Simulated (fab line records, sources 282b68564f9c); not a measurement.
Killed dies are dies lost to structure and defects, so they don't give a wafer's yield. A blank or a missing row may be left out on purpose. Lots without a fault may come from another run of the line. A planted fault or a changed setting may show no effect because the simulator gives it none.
Which tool did it? | flow rit_cmos | 14 lots, 42 wafers sampled, at 2 steps of a route of 202

WHAT THE GAUGES READ, wafer by wafer
The record holds no reading of a measuring or inspecting step that can be judged against a usual standard deviation.

WHICH TOOL RAN EACH LOT (tool, then ch and the chambers of the sampled wafers, then the start)
lot  | RIT_GATE_COAT_11                 | RIT_M1_PROBE_99
L675 | litho_track-04 ch 0, day 2 11:16 | -
L676 | litho_track-03 ch 0, day 2 18:36 | -
L677 | litho_track-04 ch 0, day 2 21:44 | -
L679 | litho_track-03 ch 0, day 3 08:56 | -
L681 | litho_track-03 ch 0, day 3 19:40 | -
L683 | litho_track-04 ch 0, day 4 08:22 | -
L687 | litho_track-03 ch 0, day 5 03:55 | -
L689 | litho_track-04 ch 0, day 5 15:14 | -
L690 | litho_track-04 ch 0, day 5 18:02 | prober-02, day 6 18:41
L691 | litho_track-04 ch 0, day 6 03:19 | -
L692 | litho_track-01 ch 0, day 6 05:55 | -
L694 | litho_track-04 ch 0, day 6 13:08 | -
L696 | litho_track-04 ch 0, day 6 23:48 | -
L697 | litho_track-04 ch 0, day 7 06:22 | -
- RIT_GATE_COAT_11: resist thk 850 nm.
- RIT_M1_PROBE_99

WHAT THE TOOLS THEMSELVES READ (means of the sampled wafers that have a number; where no wafer has one, the mark that the record gives instead)
RIT_GATE_COAT_11.
lot  | tool           | spin_speed_rpm (rpm)
L675 | litho_track-04 | 4249.5
L676 | litho_track-03 | 4250.0
L677 | litho_track-04 | 4249.6
L679 | litho_track-03 | 4251.0
L681 | litho_track-03 | 4041.7
L683 | litho_track-04 | 4249.1
L687 | litho_track-03 | 4042.4
L689 | litho_track-04 | 4248.6
L690 | litho_track-04 | 4251.4
L691 | litho_track-04 | 4250.9
L692 | litho_track-01 | 4251.9
L694 | litho_track-04 | 4247.7
L696 | litho_track-04 | 4252.8
L697 | litho_track-04 | 4248.3

RIT_M1_PROBE_99.
lot  | tool      | killed_at_M0_to_M3 | killed_at_contacts | killed_at_front_end | killed_dies | killed_open | killed_short
L690 | prober-02 | 0.0                | 0.0                | 6.3                 | 6.3         | 4.3         | 2.0

THE ANSWER, worked out from the rows above alone
Rule: what is usual is taken from the lots themselves. Put in order of their means at a reading, lots are off if they are a third of the lots or fewer, leave a main group of 4 or more, and stand apart from it by a gap of 3 or more times the standard deviation of the main group's means; of several such gaps the widest counts. A main group whose means are all the same, to the digits that the tables above print for the reading, isn't used. A lot without any number at a reading at which 4 lots or more have one is off too. The other lots that the step has rows for count as sound. The gauges are gone through in route order, then the tools' own readings, and for those a lot's mean is taken as printed above. The first step at which some lot is off is used, and at that step the reading that is off furthest; a lot without a number counts as furthest.
Off: L681, L687, at RIT_GATE_COAT_11 (spin_speed_rpm). The main group: mean 4250.1 rpm, standard deviation 1.5.
A tool fits if, at that step or a process step before it, it ran every lot that is off, and no sound lot after the first of them. One fits: litho_track-03 at RIT_GATE_COAT_11. Its last sound lot is L679 (day 3 08:56), its first lot that is off L681 (day 3 19:40): a fault that began between those two fits.
The tool's own readings at RIT_GATE_COAT_11 bear it out: on the lots that are off they differ by more than 5 times the standard deviation of the sound lots' means. spin_speed_rpm reads 4042.1 rpm there against 4250.1 rpm on the sound lots.

WHAT THE SIMULATOR HAD PUT IN
Process parameter drift: litho_track-03, from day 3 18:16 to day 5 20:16, at RIT_GATE_COAT_11. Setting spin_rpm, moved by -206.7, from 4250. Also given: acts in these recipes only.
Lots struck among those shown: L681, L687. The rule above found the same.
